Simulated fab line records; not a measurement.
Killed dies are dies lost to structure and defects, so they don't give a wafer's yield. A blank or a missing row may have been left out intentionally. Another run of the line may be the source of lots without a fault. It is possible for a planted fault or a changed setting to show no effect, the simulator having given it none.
2 desks looking at one fault | flow rit cmos | what lay behind the numbers comes last; until then each desk has only its own

## THE METROLOGY DESK
What the gauges read for every lot (on any tool): the sampled wafers with a number, averaged. If a lot's mean is further than 4 standard deviations from the usual mean, the lot is out of limits and carries the mark OUT (the distance appears in the brackets).
Columns: A = NLDD_RS at RIT_SDANNEAL_RS_MEAS_07, usual 151.6 ohm/sq; B = M1_AL_THK at RIT_M1_THK_MEAS_02, usual 410 nm
lot  | first seen here | A     | B
L959 | day 3 02:44     | 152.4 | 409
L960 | day 3 08:56     | 152.6 | 418
L961 | day 3 15:47     | 151.7 | 411
L962 | day 3 17:29     | 151.2 | 416
L963 | day 4 00:57     | 151.3 | 404
L965 | day 4 08:47     | 151.6 | 409
L967 | day 4 19:16     | 150.8 | 403
L968 | day 5 01:49     | 151.7 | 406
L970 | day 5 09:04     | 151.7 | 411
L975 | day 6 14:25     | 151.7 | 411
L977 | day 7 08:28     | 151.6 | 417
L979 | day 7 11:59     | 152.0 | 407
L981 | day 7 23:53     | 151.0 | 409
L982 | day 8 11:25     | 151.0 | 412
This desk's verdict: no lot among the 14 shows anything out of limits.

## TOOL OWNER'S DESK, litho track-04
The tool's own readings at RIT_M1_DEVELOP_08 (develop time 68 s): means of the sampled wafers that have a number, for each lot that ran on this tool. If a lot's mean is further than 4 standard deviations from the usual mean, the lot is out of limits and carries the mark OUT (the distance appears in the brackets).
Columns: A = developer temp C at RIT_M1_DEVELOP_08, usual 23.02 C
lot  | first seen here | A
L960 | day 3 12:00     | 23.05
L961 | day 3 20:00     | 23.05
L965 | day 4 13:00     | 23.00
L968 | day 5 06:00     | 23.01
L975 | day 6 18:00     | 22.35 (-7.1) OUT
L977 | day 7 12:00     | 22.41 (-6.5) OUT
This desk's verdict: out of limits on L975, L977, starting with L975 at day 6 18:00 (developer temp C at RIT_M1_DEVELOP_08). Within limits: L960, L961, L965, L968.

## ALL TOGETHER
On L975, L977, at day 6 18:00, an alarm was possible from the tool owner's desk.
The metrology desk saw nothing out of limits.
The metrology desk has L975, L977 on record, within its limits.
Of the lots named, all ran RIT_M1_DEVELOP_08 on litho track-04.

## WHAT THE SIMULATOR HAD PUT IN
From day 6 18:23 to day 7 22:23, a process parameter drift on litho track-04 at RIT_M1_DEVELOP_08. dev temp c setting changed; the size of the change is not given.
Shown lots that were struck: L975, L977.
